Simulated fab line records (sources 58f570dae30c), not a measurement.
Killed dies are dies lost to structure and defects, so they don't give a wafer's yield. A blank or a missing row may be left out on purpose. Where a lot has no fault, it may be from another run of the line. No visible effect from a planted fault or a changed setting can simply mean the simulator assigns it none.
The same fault as seen by 2 desks ; flow berkeley cmos170 ; each desk has only its own numbers; what lay behind them comes last

== THE TOOL OWNER'S DESK: pvd sputter-03 ==
The tool's own readings at UCB170_SILICIDE_SPUTTER_01 (material Ti, target thk 30 nm, time 25 s): means of the sampled wafers that have a number, for each lot that ran on this tool. If a lot's mean is further than 4 standard deviations from the usual mean, the lot is out of limits and carries the mark OUT (the distance appears in the brackets).
Columns: A = throttle valve pct at UCB170_SILICIDE_SPUTTER_01, usual 29.5 %
lot;first seen here;A
L266;day 7 18:31;30.6
L265;day 7 23:14;29.6
L270;day 8 23:01;30.0
L272;day 9 08:57;30.0
L275;day 9 20:12;29.4
L276;day 10 08:17;29.5
This desk's verdict: no lot among the 6 shows anything out of limits.

== FROM THE METROLOGY DESK ==
What the gauges read for every lot (on any tool): the sampled wafers with a number, averaged. If a lot's mean is further than 4 standard deviations from the usual mean, the lot is out of limits and carries the mark OUT (the distance appears in the brackets).
Columns: A = NLDD_OVL at UCB170_NLDD_OVL_MEAS_07, usual 2 nm; B = NSD_TW at UCB170_NSD_TW_MEAS_10, usual 4178; C = SILICIDE_TI_RS at UCB170_SILICIDE_RS_MEAS_02, usual 26.18 ohm/sq; D = SILICIDE_TI_THK at UCB170_SILICIDE_THK_MEAS_03, usual 30.02 nm
lot;first seen here;A;B;C;D
L266;day 7 04:55;5;4140;25.95;30.27
L264;day 7 05:17;1;4158;26.27;30.07
L267;day 7 10:01;2;4149;26.11;30.18
L268;day 7 10:25;4;4196;25.68;30.47
L265;day 7 10:34;9;4186;26.28;30.01
L269;day 8 09:11;0;4150;26.15;29.88
L270;day 8 09:54;0;4133;26.05;30.02
L272;day 8 20:59;-3;4208;26.32;29.86
L273;day 8 21:19;2;4225;26.27;29.97
L275;day 9 08:53;-3;4155;27.79 (+5.8) OUT;28.66 (-4.7) OUT
L276;day 9 18:28;-3;4217;27.44 (+4.5) OUT;28.91
L283;day 11 01:32;10;4168;26.23;29.93
L285;day 11 16:07;0;4160;26.74;29.27
L287;day 12 05:08;2;4146;26.27;29.97
This desk's result: L275, L276 out of limits, first on L275 (SILICIDE_TI_RS at UCB170_SILICIDE_RS_MEAS_02), day 9 20:15. L266, L264, L267, L268, L265, L269, L270, L272, L273, L283, L285, L287: within limits.

== TAKEN TOGETHER ==
On L275, L276, the metrology desk was in a position to raise an alarm at day 9 20:15.
The tool owner's desk saw nothing out of limits.
On record at the tool owner's desk: L275, L276, within its limits.
Every lot named ran UCB170_SILICIDE_SPUTTER_01 on pvd sputter-03.

== WHAT THE SIMULATOR HAD INSERTED ==
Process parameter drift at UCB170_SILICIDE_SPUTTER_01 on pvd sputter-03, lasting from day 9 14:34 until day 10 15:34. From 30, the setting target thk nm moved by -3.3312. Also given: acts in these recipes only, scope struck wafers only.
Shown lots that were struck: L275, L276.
Hours from the fault's start to each desk's first reading out of limits: the metrology desk, 6.
